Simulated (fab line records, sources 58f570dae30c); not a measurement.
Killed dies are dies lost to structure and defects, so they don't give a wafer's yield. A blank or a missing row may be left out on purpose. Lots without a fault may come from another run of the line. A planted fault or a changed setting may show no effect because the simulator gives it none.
A struck lot beside a sound one | flow berkeley_cmos170 | 17 steps out of a route of 331
Sound: wafers L352.1, L352.2, L352.3. Struck: wafers L363.1, L363.2, L363.4. The cause comes at the end.
At each step with rows: each side's tool, then ch and its chambers, then its first start. Under that, the readings that differ: sound wafers | struck wafers | difference of the means | sigmas: that difference in standard deviations of wafers without a fault.
alike: readings whose means differ by less than 2 such deviations, and words and numbers that are the same on both sides. not compared: withheld readings, readings that some wafer has no value for, bounds like >300 that may hide the same value, and numbers for which the record gives no deviation and whose values overlap.
The two part at a step that has a row with sigmas, a row that says differs or no value, or rows on one side only. Numbers that don't overlap but have no deviation are shown without sigmas and don't part them. A reading that every wafer of one side lacks parts them only if that side has two wafers or more.

UCB170_SACOX_THK_MEAS_02:
  sound on film_metro-03, day 7 04:40; struck on film_metro-04, day 8 23:40
  reading              | sound             | struck            | difference | sigmas
  SACOX_OXIDE_THK (nm) | 14.51 14.55 14.43 | 13.88 14.05 13.87 | -0.56      | -2
then, 2 steps without rows for these wafers: UCB170_SCREENOX_WET_ETCH_00 (etches SiO2 in dHF, time 200 s); UCB170_SCREENOX_OXIDATION_01 (target thk 14.4 nm, ox time 2400 s).
UCB170_SCREENOX_THK_MEAS_02:
  sound on film_metro-01, day 7 10:03; struck on film_metro-03, day 9 05:44
  alike: SCREENOX_OXIDE_THK
then, 7 steps without rows for these wafers: UCB170_SCREENOX_ANNEAL_03 (time 900 s); UCB170_NVT_HMDS_00 (prime time 60 s); UCB170_NVT_COAT_01 (resist thk 900 nm); UCB170_NVT_SOFTBAKE_02 (time 60 s); UCB170_NVT_EXPOSE_03 (exposes mask PWELL, target cd 3000 nm); UCB170_NVT_PEB_04; UCB170_NVT_DEVELOP_05 (develop time 45 s).
UCB170_NVT_OVL_MEAS_06:
  sound on overlay-02, day 7 15:25; struck on overlay-01, day 9 11:58
  alike: NVT_OVL
UCB170_NVT_IMPLANT_07:
  sound on implanter-03 ch 0, day 7 15:26; struck on implanter-04 ch 0, day 9 12:20
UCB170_NVT_STRIP_08: strips in O2.
  sound on plasma_asher-02 ch 0,1, day 7 15:35; struck on plasma_asher-02 ch 0,1, day 9 12:29
  reading                      | sound             | struck            | difference | sigmas
  strip_time_to_endpoint_s (s) | 21.54 21.52 21.52 | 21.64 21.73 21.66 | +0.15      | +3
  alike: drypump_motor_current_A, oes_product_au
  not compared: rf_hours_counter_h
UCB170_NVT_TW_MEAS_09:
  sound on film_metro-04, day 7 15:41; struck on film_metro-04, day 9 12:35
  reading | sound       | struck      | difference | sigmas
  NVT_TW  | 523 522 521 | 652 652 650 | +129       | +28
then, 1 step without rows for these wafers: UCB170_NVT_CLEAN_10 (cleans in SPM, time 600 s).
-- the record jumps here: 2 days lie between the struck wafers' starts before and after (it left off in module NVT and takes up again in module M3, whose first step shown is number 331 of the route) --
UCB170_M3_PROBE_99:
  the record has rows for the struck wafers here (prober-01, day 11 21:33) and none for the sound ones

WHERE THEY PART
First at UCB170_SACOX_THK_MEAS_02; last, within this record, at UCB170_M3_PROBE_99.

WHY: what the simulator had put in
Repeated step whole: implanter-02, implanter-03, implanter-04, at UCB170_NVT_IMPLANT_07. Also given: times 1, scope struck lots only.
